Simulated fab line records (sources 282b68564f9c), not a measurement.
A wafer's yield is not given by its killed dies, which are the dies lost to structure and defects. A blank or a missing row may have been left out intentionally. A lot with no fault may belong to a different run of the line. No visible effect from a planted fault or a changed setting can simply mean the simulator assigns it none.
fab line records    flow rit_cmos
record lots=14  wafers=42  last_day=7
route steps=202 shown NRETRO@62 PLDD@120 M1@186
lots with no fault: from the same line, run without faults
start_h: hours from the record's opening day to when the first of the lot's shown wafers began    wait_h: how many hours have passed since the lot's step before this one    " as in the row above    L1.1+2: a row that stands for several wafers    - no value, or no start given    * or withheld: withheld    < > ~ a bound
route shown NAME@n: names a module that has steps shown in the file, with the first one's number in the route    usual: mean and standard deviation over wafers with no fault    same: alike in all rows    chamber/n: place in a boat    sites: each site's reading    _std_site: how widely they spread, as a standard deviation    _edge_site: outer sites' mean less inner sites'    radius_mm: for every site, how far away it sits from the centre of the wafer    mask NAME#n: copy n    behind: the last tool/chamber to shape the wafer    hold: the reason the lot was held/the length of the hold in hours/how it ended    device: which transistor (n, p or np) failed to switch    end of line: the route-end tests of the same wafers    where a step has no rows: the recipe by itself    killed: count of dies lost to structure and defects at first sort (not the wafer's yield)    map: per-die view of a wafer (x killed, . not killed, _ where there is no die)
set.NAME: setting as actually run; set.NAME@STEP: the setting as run at that earlier step    model.NAME: the simulator's own value behind a step, which no gauge read
the route's steps for a sample of lots (tables are steps, rows are wafers)
services: from which hour (start_h, from the record's first day; less than 0 if before it) a tool's chamber was out of use, for how many hours, and why
## steps
# step RIT_NRETRO_STRIP_09
# recipe chemistry=O2  time_s=180  resist=NOVOLAK  platen_temp_c=withheld  power_w=500  pressure_mtorr=4000  o2_flow_sccm=4000
# usual drypump_motor_current_A=5.7/0.4
lot.wafer  tool             chamber  start_h  wait_h  drypump_motor_current_A  rf_hours_counter_h
L788.2     plasma_asher-02  0        31.34    0.1     6.2                      22
L788.3     "                0        "        "       6.2                      -
L788.4     "                1        "        "       6.0                      -
L789.1     plasma_asher-01  0        35.58    0.1     5.4                      38
L789.3     "                1        "        "       6.0                      -
L789.6     "                0        "        "       5.4                      -
L790.3     plasma_asher-02  1        39.52    0.1     6.0                      -
L790.4     "                0        "        "       6.2                      -
L790.5     "                1        "        "       6.0                      -
L791.1     plasma_asher-02  1        44.64    0.1     6.0                      24
L791.2     "                0        "        "       6.3                      24
L791.6     "                0        "        "       6.3                      -
L792.1     plasma_asher-03  1        50.69    0.1     5.4                      42
L792.4     "                1        "        "       5.5                      -
L792.5     "                0        "        "       5.3                      -
L795.1     plasma_asher-02  0        66.29    0.1     6.3                      26
L795.3     "                0        "        "       6.2                      -
L795.6     "                1        "        "       6.0                      -
L798.1     plasma_asher-03  1        79.86    0.1     5.4                      45
L798.3     "                0        "        "       5.2                      -
L798.4     "                1        "        "       5.5                      -
L800.2     plasma_asher-03  1        90.70    0.1     5.5                      46
L800.3     "                1        "        "       5.5                      -
L800.5     "                1        "        "       5.5                      -
L802.3     plasma_asher-01  1        99.53    0.1     6.0                      -
L802.4     "                0        "        "       5.4                      -
L802.5     "                0        "        "       5.4                      -
L803.1     plasma_asher-02  1        104.08   0.1     6.0                      30
L803.2     "                0        "        "       6.3                      30
L803.4     "                1        "        "       6.0                      -
L805.3     plasma_asher-03  1        115.83   0.1     5.5                      -
L805.4     "                0        "        "       5.2                      -
L805.5     "                0        "        "       5.2                      -
L806.2     plasma_asher-02  1        120.29   0.1     6.0                      32
L806.4     "                0        "        "       6.2                      -
L806.5     "                0        "        "       6.2                      -
L808.1     plasma_asher-03  0        129.24   0.1     5.3                      50
L808.2     "                1        "        "       5.4                      50
L808.6     "                0        "        "       5.2                      -
L810.3     plasma_asher-03  0        140.69   0.1     5.2                      -
L810.4     "                1        "        "       5.4                      -
L810.5     "                0        "        "       5.2                      -
# step RIT_PLDD_OVL_MEAS_06
# usual PLDD_OVL=1.0/1.3
lot.wafer  tool        chamber  start_h  wait_h  PLDD_OVL[nm]
L788.2     overlay-02  -        44.16    -       0.7
L788.3     "           -        "        "       2.3
L788.4     "           -        "        "       2.5
L789.1     overlay-02  -        48.36    -       -0.7
L789.3     "           -        "        "       -0.8
L789.6     "           -        "        "       0.6
L790.3     overlay-01  -        55.02    -       1.4
L790.4     "           -        "        "       1.3
L790.5     "           -        "        "       0.5
L791.1     overlay-01  -        59.27    -       2.7
L791.2     "           -        "        "       1.8
L791.6     "           -        "        "       2.2
L792.1     overlay-01  -        63.64    -       0.0
L792.4     "           -        "        "       0.6
L792.5     "           -        "        "       1.4
L795.1     overlay-01  -        79.51    -       1.8
L795.3     "           -        "        "       1.9
L795.6     "           -        "        "       0.7
L798.1     overlay-01  -        92.66    -       0.2
L798.3     "           -        "        "       0.5
L798.4     "           -        "        "       2.0
L800.2     overlay-02  -        103.68   -       -0.2
L800.3     "           -        "        "       1.1
L800.5     "           -        "        "       0.6
L802.3     overlay-01  -        113.26   -       2.1
L802.4     "           -        "        "       -1.9
L802.5     "           -        "        "       1.2
L803.1     overlay-01  -        117.03   -       1.9
L803.2     "           -        "        "       -0.1
L803.4     "           -        "        "       0.5
L805.3     overlay-02  -        129.14   -       0.3
L805.4     "           -        "        "       0.7
L805.5     "           -        "        "       1.8
L806.2     overlay-02  -        133.48   -       1.2
L806.4     "           -        "        "       1.9
L806.5     "           -        "        "       1.7
L808.1     overlay-01  -        146.09   -       1.6
L808.2     "           -        "        "       0.6
L808.6     "           -        "        "       3.2
L810.3     overlay-02  -        153.52   -       -1.1
L810.4     "           -        "        "       0.8
L810.5     "           -        "        "       1.6
# step RIT_M1_THK_MEAS_02
# recipe thk_meas_gauge=xrf  reads=Al_of_M1_SPUTTER_00
# usual M1_AL_THK=397/4.7
lot.wafer  tool           chamber  start_h  wait_h  M1_AL_THK[nm]
L788.2     film_metro-01  -        54.51    0.1     397
L788.3     "              -        "        "       399
L788.4     "              -        "        "       396
L789.1     film_metro-03  -        58.78    0.1     400
L789.3     "              -        "        "       404
L789.6     "              -        "        "       398
L790.3     film_metro-01  -        65.34    0.1     399
L790.4     "              -        "        "       404
L790.5     "              -        "        "       402
L791.1     film_metro-01  -        69.61    0.1     396
L791.2     "              -        "        "       399
L791.6     "              -        "        "       397
L792.1     film_metro-01  -        73.87    0.1     397
L792.4     "              -        "        "       395
L792.5     "              -        "        "       394
L795.1     film_metro-01  -        89.74    0.1     397
L795.3     "              -        "        "       401
L795.6     "              -        "        "       403
L798.1     film_metro-04  -        103.21   0.1     394
L798.3     "              -        "        "       395
L798.4     "              -        "        "       395
L800.2     film_metro-01  -        113.79   0.1     407
L800.3     "              -        "        "       395
L800.5     "              -        "        "       399
L802.3     film_metro-04  -        123.54   0.1     397
L802.4     "              -        "        "       395
L802.5     "              -        "        "       391
L803.1     film_metro-04  -        127.68   0.1     398
L803.2     "              -        "        "       389
L803.4     "              -        "        "       395
L805.3     film_metro-03  -        139.12   0.1     399
L805.4     "              -        "        "       397
L805.5     "              -        "        "       399
L806.2     film_metro-03  -        144.16   0.1     399
L806.4     "              -        "        "       401
L806.5     "              -        "        "       398
L808.1     film_metro-03  -        156.22   0.1     394
L808.2     "              -        "        "       394
L808.6     "              -        "        "       388
L810.3     film_metro-01  -        164.23   0.1     394
L810.4     "              -        "        "       394
L810.5     "              -        "        "       392
# step RIT_M1_METAL_ETCH_12
# recipe stop_on=SiO2  chemistry=Cl2/BCl3  target=Al  time_s=165  over_etch_frac=0.5  pressure_mtorr=100  target_depth_a=6000  rf_w=250  Cl2_flow_sccm=60  bcl3_flow_sccm=50
# usual drypump_motor_current_A=5.7/0.39  oes_product_au=0.780/0.017  over_etch_frac=0.5/0  throttle_valve_pct=8.19/0.089
lot.wafer  tool          chamber  start_h  wait_h  drypump_motor_current_A  oes_product_au  over_etch_frac  rf_hours_counter_h  throttle_valve_pct
L788.2     rie_metal-03  1        56.02    0.2     5.1                      0.780           0.5             4                   8.07
L788.3     "             0        "        "       5.9                      0.812           0.5             -                   8.15
L788.4     "             1        "        "       5.1                      0.782           0.5             -                   8.07
L789.1     rie_metal-01  1        60.15    0.2     5.5                      0.773           0.5             1                   8.15
L789.3     "             1        "        "       5.5                      0.770           0.5             -                   8.15
L789.6     "             0        "        "       6.0                      0.780           0.5             -                   8.33
L790.3     rie_metal-02  0        66.72    0.2     6.2                      0.787           0.5             -                   8.27
L790.4     "             1        "        "       5.7                      0.764           0.5             -                   8.21
L790.5     "             1        "        "       5.6                      0.765           0.5             -                   8.23
L791.1     rie_metal-03  1        71.03    0.2     5.1                      0.780           0.5             4                   8.06
L791.2     "             0        "        "       5.9                      0.806           0.5             4                   8.16
L791.6     "             0        "        "       5.9                      0.811           0.5             -                   8.13
L792.1     rie_metal-01  0        75.21    0.2     6.0                      0.785           0.5             1                   8.33
L792.4     "             0        "        "       6.0                      0.775           0.5             -                   8.32
L792.5     "             1        "        "       5.5                      0.756           0.5             -                   8.15
L795.1     rie_metal-01  0        91.27    0.2     6.0                      0.639           1.25            1                   8.36
L795.3     "             1        "        "       5.5                      0.772           0.5             -                   8.15
L795.6     "             1        "        "       5.5                      0.775           0.5             -                   8.13
L798.1     rie_metal-01  1        104.59   0.2     5.5                      0.766           0.5             1                   8.14
L798.3     "             0        "        "       6.0                      0.634           1.25            -                   8.34
L798.4     "             1        "        "       5.5                      0.759           0.5             -                   8.14
L800.2     rie_metal-03  1        115.18   0.2     5.1                      0.791           0.5             5                   8.06
L800.3     "             1        "        "       5.1                      0.782           0.5             -                   8.07
L800.5     "             1        "        "       5.1                      0.791           0.5             -                   8.06
L802.3     rie_metal-02  1        125.04   0.2     5.7                      0.754           0.5             -                   8.22
L802.4     "             0        "        "       6.2                      0.774           0.5             -                   8.26
L802.5     "             0        "        "       6.2                      0.763           0.5             -                   8.27
L803.1     rie_metal-03  0        129.02   0.2     6.0                      0.803           0.5             5                   8.14
L803.2     "             1        "        "       5.1                      0.779           0.5             5                   8.06
L803.4     "             1        "        "       5.1                      0.787           0.5             -                   8.05
L805.3     rie_metal-03  1        140.50   0.2     5.1                      0.788           0.5             -                   8.06
L805.4     "             0        "        "       5.9                      0.810           0.5             -                   8.14
L805.5     "             1        "        "       5.0                      0.790           0.5             -                   8.05
L806.2     rie_metal-03  0        145.49   0.2     5.9                      0.805           0.5             5                   8.15
L806.4     "             0        "        "       6.0                      0.810           0.5             -                   8.13
L806.5     "             0        "        "       5.9                      0.806           0.5             -                   8.13
L808.1     rie_metal-02  0        157.57   0.2     6.3                      0.794           0.5             0                   8.27
L808.2     "             1        "        "       5.6                      0.757           0.5             0                   8.22
L808.6     "             1        "        "       5.6                      0.740           0.5             -                   8.22
L810.3     rie_metal-01  0        165.71   0.2     6.0                      0.777           0.5             -                   8.33
L810.4     "             1        "        "       5.5                      0.757           0.5             -                   8.16
L810.5     "             1        "        "       5.5                      0.768           0.5             -                   8.14
# step RIT_M1_CD_MEAS_90
# recipe target_cd_nm=2600
# usual cd_nm=2600/3.2
lot.wafer  tool       chamber  start_h  wait_h  cd_nm
L788.2     cd_sem-01  -        56.57    0.1     2602
L788.3     "          -        "        "       2599
L788.4     "          -        "        "       2600
L789.1     cd_sem-01  -        60.66    0.1     2596
L789.3     "          -        "        "       2597
L789.6     "          -        "        "       2597
L790.3     cd_sem-01  -        67.22    0.1     2603
L790.4     "          -        "        "       2598
L790.5     "          -        "        "       2597
L791.1     cd_sem-01  -        71.54    0.1     2598
L791.2     "          -        "        "       2593
L791.6     "          -        "        "       2593
L792.1     cd_sem-01  -        75.73    0.1     2602
L792.4     "          -        "        "       2602
L792.5     "          -        "        "       2595
L795.1     cd_sem-01  -        91.78    0.1     2588
L795.3     "          -        "        "       2597
L795.6     "          -        "        "       2599
L798.1     cd_sem-01  -        105.28   0.1     2598
L798.3     "          -        "        "       2591
L798.4     "          -        "        "       2597
L800.2     cd_sem-02  -        115.71   0.1     2599
L800.3     "          -        "        "       2597
L800.5     "          -        "        "       2599
L802.3     cd_sem-01  -        125.54   0.1     2600
L802.4     "          -        "        "       2597
L802.5     "          -        "        "       2595
L803.1     cd_sem-02  -        129.55   0.1     2603
L803.2     "          -        "        "       2608
L803.4     "          -        "        "       2605
L805.3     cd_sem-02  -        141.00   0.1     2602
L805.4     "          -        "        "       2600
L805.5     "          -        "        "       2602
L806.2     cd_sem-02  -        146.02   0.1     2601
L806.4     "          -        "        "       2601
L806.5     "          -        "        "       2601
L808.1     cd_sem-02  -        158.09   0.1     2602
L808.2     "          -        "        "       2603
L808.6     "          -        "        "       2605
L810.3     cd_sem-01  -        166.21   0.1     2601
L810.4     "          -        "        "       2601
L810.5     "          -        "        "       2597
# step RIT_M1_PROBE_99
# usual defect_limited_yield=97.5/1.2  killed_at_M0_to_M3=0.0/0.14  killed_at_contacts=0.0/0.22  killed_at_front_end=7/3  killed_dies=7/3.1  killed_on_rim=1.9/1.3  killed_open=3.4/2.1  killed_short=3.2/1.9  sort_bin_3_pad_short=0.1/0.25  sort_bin_5_function=1.4/0.76  sort_bin_6_memory=1.0/0.7  sort_n_pass=257/3.1  sort_yield_pct=97.5/1.2
# same gross_dies=264  killed_at_M4_up=0  killed_at_back_side=0  killed_at_other=0
lot.wafer  tool       chamber  start_h  wait_h  defect_limited_yield[%]  killed_at_M0_to_M3  killed_at_contacts  killed_at_front_end  killed_dies  killed_on_rim  killed_open  killed_short  sort_bin_3_pad_short[%]  sort_bin_5_function[%]  sort_bin_6_memory[%]  sort_n_pass  sort_yield_pct[%]
L788.2     prober-01  -        58.50    0.1     98.1                     0                   0                   5                    5            1              1            4             0                        1.9                     0                     259          98.1
L788.3     prober-01  -        58.55    0.2     95.1                     0                   0                   13                   13           5              5            8             0                        3.0                     1.9                   251          95.1
L788.4     prober-01  -        58.60    0.2     96.6                     0                   0                   9                    9            5              5            4             0.8                      1.9                     0.8                   255          96.6
L789.1     prober-02  -        62.80    0.1     97.3                     0                   0                   7                    7            2              4            3             0.4                      1.1                     1.1                   257          97.3
L789.3     prober-02  -        62.90    0.2     95.8                     0                   0                   11                   11           3              4            7             0.4                      1.1                     2.7                   253          95.8
L789.6     prober-02  -        63.05    0.2     97.0                     0                   1                   7                    8            3              6            2             0                        0.8                     2.3                   256          97.0
L790.3     prober-01  -        69.02    0.2     99.2                     0                   0                   2                    2            1              1            1             0                        0.4                     0.4                   262          99.2
L790.4     prober-01  -        69.07    0.2     97.7                     0                   0                   6                    6            1              3            3             0                        1.1                     1.1                   258          97.7
L790.5     prober-01  -        69.12    0.2     99.2                     0                   0                   2                    2            0              1            1             0                        0.8                     0                     262          99.2
L791.1     prober-01  -        73.28    0.1     97.7                     0                   0                   6                    6            3              2            4             0.4                      1.9                     0                     258          97.7
L791.2     prober-01  -        73.33    0.1     97.3                     0                   0                   7                    7            0              4            3             0                        1.9                     0.8                   257          97.3
L791.6     prober-01  -        73.53    0.2     97.0                     1                   0                   7                    8            2              4            4             0.4                      1.5                     1.1                   256          97.0
L792.1     prober-02  -        78.70    0.1     96.6                     0                   0                   9                    9            3              7            2             0                        1.5                     1.9                   255          96.6
L792.4     prober-02  -        78.85    0.2     97.0                     0                   1                   7                    8            0              6            2             0                        1.9                     1.1                   256          97.0
L792.5     prober-02  -        78.90    0.2     96.2                     0                   0                   10                   10           4              6            4             0                        2.3                     1.5                   254          96.2
L795.1     prober-01  -        93.52    0.1     96.2                     0                   1                   9                    10           3              5            5             0                        2.3                     1.5                   254          96.2
L795.3     prober-01  -        93.62    0.2     98.1                     0                   0                   5                    5            3              1            4             0                        1.1                     0.8                   259          98.1
L795.6     prober-01  -        93.77    0.2     98.1                     0                   0                   5                    5            1              4            1             0                        1.5                     0.4                   259          98.1
L798.1     prober-02  -        107.02   0.1     98.9                     0                   0                   3                    3            2              1            2             0                        0                       1.1                   261          98.9
L798.3     prober-02  -        107.12   0.2     97.7                     0                   0                   6                    6            2              4            2             0                        1.5                     0.8                   258          97.7
L798.4     prober-02  -        107.17   0.2     98.1                     0                   0                   5                    5            1              2            3             0                        1.1                     0.8                   259          98.1
L800.2     prober-02  -        117.48   0.1     96.2                     0                   0                   10                   10           3              7            3             0                        2.7                     1.1                   254          96.2
L800.3     prober-02  -        117.53   0.2     95.5                     0                   0                   12                   12           1              6            6             0.8                      1.5                     2.3                   252          95.5
L800.5     prober-02  -        117.63   0.2     96.6                     0                   0                   9                    9            2              4            5             0                        1.9                     1.5                   255          96.6
L802.3     prober-02  -        127.34   0.2     99.6                     0                   0                   1                    1            0              1            0             0                        0.4                     0                     263          99.6
L802.4     prober-02  -        127.39   0.2     97.7                     0                   0                   6                    6            2              3            3             0                        1.5                     0.8                   258          97.7
L802.5     prober-02  -        127.44   0.2     98.1                     0                   0                   5                    5            1              2            3             0                        1.1                     0.8                   259          98.1
L803.1     prober-01  -        131.29   0.1     98.5                     0                   0                   4                    4            2              4            0             0                        1.1                     0.4                   260          98.5
L803.2     prober-01  -        131.34   0.1     97.7                     0                   0                   6                    6            1              3            3             0                        1.5                     0.8                   258          97.7
L803.4     prober-01  -        131.44   0.2     95.8                     0                   0                   11                   11           3              8            3             0.4                      2.3                     1.5                   253          95.8
L805.3     prober-01  -        143.71   0.2     98.5                     0                   0                   4                    4            1              4            0             0                        0.8                     0.8                   260          98.5
L805.4     prober-01  -        143.76   0.2     98.9                     0                   0                   3                    3            1              3            0             0                        0.8                     0.4                   261          98.9
L805.5     prober-01  -        143.81   0.2     96.2                     0                   0                   10                   10           1              3            7             0                        1.9                     1.9                   254          96.2
L806.2     prober-02  -        147.79   0.1     98.1                     0                   0                   5                    5            1              3            2             0                        1.9                     0                     259          98.1
L806.4     prober-02  -        147.89   0.2     97.7                     0                   0                   6                    6            3              0            6             0.4                      1.1                     0.8                   258          97.7
L806.5     prober-02  -        147.94   0.2     95.8                     0                   0                   11                   11           0              8            3             0                        2.3                     1.9                   253          95.8
L808.1     prober-02  -        159.83   0.1     96.6                     0                   0                   9                    9            3              5            4             0                        2.3                     1.1                   255          96.6
L808.2     prober-02  -        159.88   0.1     95.5                     0                   0                   12                   12           4              6            6             0.4                      3.0                     1.1                   252          95.5
L808.6     prober-02  -        160.08   0.2     95.5                     0                   0                   12                   12           3              4            8             0.8                      2.7                     1.1                   252          95.5
L810.3     prober-02  -        168.77   0.2     95.8                     0                   0                   11                   11           4              6            5             0                        3.8                     0.4                   253          95.8
L810.4     prober-02  -        168.82   0.2     98.1                     1                   0                   4                    5            2              3            2             0                        1.1                     0.8                   259          98.1
L810.5     prober-02  -        168.87   0.2     98.1                     0                   1                   4                    5            2              3            2             0                        0.8                     1.1                   259          98.1
# killed by level:class
L788.2 GATE:geometric_particle:short=3 GATE:geometric_particle:open=1 REOX:geometric_particle:short=1
L788.3 GATE:geometric_particle:open=4 SILICIDE:geometric_particle:short=3 REOX:geometric_particle:short=2 FOX1:geometric_particle:short=1 GATE:geometric_particle:short=1 SPACER:geometric_particle:short=1 SPACER:geometric_particle:open=1
L788.4 GATE:geometric_particle:open=3 FOX1:geometric_particle:open=2 FOX1:geometric_particle:short=2 GATE:geometric_particle:short=2
L789.1 GATE:geometric_particle:short=3 SILICIDE:geometric_particle:open=2 GATE:geometric_particle:open=1 REOX:geometric_particle:open=1
L789.3 GATE:geometric_particle:open=2 REOX:geometric_particle:short=2 SILICIDE:geometric_particle:short=2 FOX1:geometric_particle:open=1 FOX1:geometric_particle:short=1 GATE:geometric_particle:short=1 SPACER:geometric_particle:short=1 SPACER:geometric_particle:open=1
L789.6 GATE:geometric_particle:open=3 REOX:geometric_particle:open=2 SPACER:geometric_particle:short=1 SILICIDE:geometric_particle:open=1 CONTACT:geometric_particle:short=1
L790.3 GATE:geometric_particle:short=1 REOX:geometric_particle:open=1
L790.4 REOX:geometric_particle:open=2 REOX:geometric_particle:short=2 FOX2:geometric_particle:short=1 SILICIDE:geometric_particle:open=1
L790.5 GATE:geometric_particle:open=1 REOX:geometric_particle:short=1
L791.1 SPACER:geometric_particle:short=2 FOX2:geometric_particle:short=1 GATE:geometric_particle:open=1 REOX:geometric_particle:short=1 SILICIDE:geometric_particle:open=1
L791.2 FOX2:geometric_particle:open=2 GATE:geometric_particle:open=2 FOX2:geometric_particle:short=1 REOX:geometric_particle:short=1 SPACER:geometric_particle:short=1
L791.6 FOX1:geometric_particle:open=1 FOX2:geometric_particle:open=1 GATE:geometric_particle:short=1 GATE:geometric_particle:open=1 REOX:geometric_particle:short=1 REOX:geometric_particle:open=1 SPACER:geometric_particle:short=1 M1:geometric_particle:short=1
L792.1 GATE:geometric_particle:open=5 FOX2:geometric_particle:short=1 FOX2:geometric_particle:open=1 SPACER:geometric_particle:short=1 SILICIDE:geometric_particle:open=1
L792.4 GATE:geometric_particle:open=4 GATE:geometric_particle:short=1 SPACER:geometric_particle:short=1 SPACER:geometric_particle:open=1 CONTACT:geometric_particle:open=1
L792.5 GATE:geometric_particle:open=2 SILICIDE:geometric_particle:open=2 GATE:geometric_particle:short=1 REOX:geometric_particle:short=1 REOX:geometric_particle:open=1 SPACER:geometric_particle:short=1 SPACER:geometric_particle:open=1 SILICIDE:geometric_particle:short=1
L795.1 FOX1:geometric_particle:short=2 SPACER:geometric_particle:open=2 FOX1:geometric_particle:open=1 FOX2:geometric_particle:short=1 SPACER:geometric_particle:short=1 SILICIDE:geometric_particle:short=1 SILICIDE:geometric_particle:open=1 CONTACT:geometric_particle:open=1
L795.3 FOX1:geometric_particle:short=2 SILICIDE:geometric_particle:short=2 FOX2:geometric_particle:open=1
L795.6 REOX:geometric_particle:open=2 FOX1:geometric_particle:open=1 FOX2:geometric_particle:short=1 FOX2:geometric_particle:open=1
L798.1 GATE:geometric_particle:short=1 GATE:geometric_particle:open=1 REOX:geometric_particle:short=1
L798.3 REOX:geometric_particle:open=2 GATE:geometric_particle:short=1 GATE:geometric_particle:open=1 REOX:geometric_particle:short=1 SILICIDE:geometric_particle:open=1
L798.4 GATE:geometric_particle:open=2 SILICIDE:geometric_particle:short=2 GATE:geometric_particle:short=1
L800.2 FOX1:geometric_particle:open=2 GATE:geometric_particle:open=2 SILICIDE:geometric_particle:open=2 FOX1:geometric_particle:short=1 GATE:geometric_particle:short=1 SPACER:geometric_particle:open=1 SPACER:geometric_particle:short=1
L800.3 GATE:geometric_particle:short=3 GATE:geometric_particle:open=2 REOX:geometric_particle:short=2 FOX1:geometric_particle:open=1 REOX:geometric_particle:open=1 SPACER:geometric_particle:open=1 SILICIDE:geometric_particle:short=1 SILICIDE:geometric_particle:open=1
L800.5 GATE:geometric_particle:short=3 GATE:geometric_particle:open=2 REOX:geometric_particle:open=1 REOX:geometric_particle:short=1 SPACER:geometric_particle:open=1 SILICIDE:geometric_particle:short=1
L802.3 SPACER:geometric_particle:open=1
L802.4 GATE:geometric_particle:short=2 FOX1:geometric_particle:short=1 FOX2:geometric_particle:open=1 GATE:geometric_particle:open=1 REOX:geometric_particle:open=1
L802.5 FOX2:geometric_particle:short=2 FOX1:geometric_particle:open=1 GATE:geometric_particle:short=1 SPACER:geometric_particle:open=1
L803.1 GATE:geometric_particle:open=2 FOX2:geometric_particle:open=1 SPACER:geometric_particle:open=1
L803.2 SPACER:geometric_particle:short=2 FOX1:geometric_particle:open=1 GATE:geometric_particle:short=1 GATE:geometric_particle:open=1 SILICIDE:geometric_particle:open=1
L803.4 SILICIDE:geometric_particle:open=4 GATE:geometric_particle:open=2 FOX1:geometric_particle:open=1 FOX2:geometric_particle:short=1 GATE:geometric_particle:short=1 REOX:geometric_particle:short=1 REOX:geometric_particle:open=1
L805.3 SPACER:geometric_particle:open=2 FOX2:geometric_particle:open=1 REOX:geometric_particle:open=1
L805.4 FOX1:geometric_particle:open=2 GATE:geometric_particle:open=1
L805.5 REOX:geometric_particle:short=5 FOX1:geometric_particle:open=1 FOX2:geometric_particle:short=1 GATE:geometric_particle:open=1 GATE:geometric_particle:short=1 SILICIDE:geometric_particle:open=1
L806.2 FOX1:geometric_particle:open=1 FOX2:geometric_particle:short=1 GATE:geometric_particle:short=1 REOX:geometric_particle:open=1 SPACER:geometric_particle:open=1
L806.4 GATE:geometric_particle:short=2 SPACER:geometric_particle:short=2 REOX:geometric_particle:short=1 SILICIDE:geometric_particle:short=1
L806.5 FOX1:geometric_particle:open=3 FOX1:geometric_particle:short=3 SPACER:geometric_particle:open=2 FOX2:geometric_particle:open=1 GATE:geometric_particle:open=1 SILICIDE:geometric_particle:open=1
L808.1 REOX:geometric_particle:short=2 FOX1:geometric_particle:short=1 FOX1:geometric_particle:open=1 FOX2:geometric_particle:open=1 GATE:geometric_particle:open=1 REOX:geometric_particle:open=1 SPACER:geometric_particle:open=1 SILICIDE:geometric_particle:short=1
L808.2 FOX2:geometric_particle:open=2 GATE:geometric_particle:open=2 REOX:geometric_particle:short=2 SPACER:geometric_particle:short=2 SILICIDE:geometric_particle:short=2 REOX:geometric_particle:open=1 SPACER:geometric_particle:open=1
L808.6 GATE:geometric_particle:short=3 REOX:geometric_particle:open=2 REOX:geometric_particle:short=2 FOX1:geometric_particle:short=1 FOX2:geometric_particle:short=1 FOX2:geometric_particle:open=1 SPACER:geometric_particle:short=1 SILICIDE:geometric_particle:open=1
L810.3 SILICIDE:geometric_particle:open=4 SILICIDE:geometric_particle:short=2 FOX1:geometric_particle:open=1 GATE:geometric_particle:short=1 REOX:geometric_particle:short=1 SPACER:geometric_particle:open=1 SPACER:geometric_particle:short=1
L810.4 GATE:geometric_particle:open=2 FOX2:geometric_particle:open=1 GATE:geometric_particle:short=1 M1:geometric_particle:short=1
L810.5 FOX1:geometric_particle:short=1 GATE:geometric_particle:open=1 SPACER:geometric_particle:open=1 SILICIDE:geometric_particle:short=1 CONTACT:geometric_particle:open=1
## services
tool             chamber  start_h  hours  kind
rie_metal-01     0        14.38    -      clean
rie_metal-01     1        14.38    -      clean
plasma_asher-01  -        17.66    12.7   repair
rie_metal-01     1        35.17    4.1    repair
rie_metal-02     0        83.78    8.7    repair
rie_metal-01     -        88.05    2.8    pm
plasma_asher-01  -        108.75   9.0    pm
plasma_asher-01  0        108.75   9.0    vent_cycle
plasma_asher-01  1        108.75   9.0    vent_cycle
plasma_asher-03  -        114.87   0.8    repair
plasma_asher-01  0        117.75   -      clean
plasma_asher-01  1        117.75   -      clean
rie_metal-02     -        136.12   20.0   pm
rie_metal-02     0        136.12   20.0   vent_cycle
rie_metal-02     1        136.12   20.0   vent_cycle
rie_metal-01     -        145.40   1.0    repair
plasma_asher-02  -        153.84   2.0    repair
rie_metal-02     0        156.12   -      clean
rie_metal-02     1        156.12   -      clean
plasma_asher-01  -        161.47   3.1    repair
## key
first_sign step=RIT_M1_METAL_ETCH_12  reading=over_etch_frac  direction=up  sigmas=99+  usual=0.5  struck=1.25
effect step=RIT_M1_METAL_ETCH_12  reading=oes_product_au  direction=down  sigmas=8.3  usual=0.780  struck=0.637
effect step=RIT_M1_CD_MEAS_90  reading=cd_nm  direction=down  sigmas=3.2  usual=2600  struck=2590
met_at RIT_M1_METAL_ETCH_12
struck_lots L795,L798
struck_wafers L795.1,L798.3
not_acting_at RIT_NRETRO_STRIP_09,RIT_PLDD_OVL_MEAS_06,RIT_M1_THK_MEAS_02
onset_between 75.21 91.27
fault kind=process_parameter_drift  tool=rie_metal-01  chamber=0  onset_h=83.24  steps=RIT_M1_METAL_ETCH_12  channel=over_etch_frac  offset=0.75  shape=step  end_h=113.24  stated=0.5
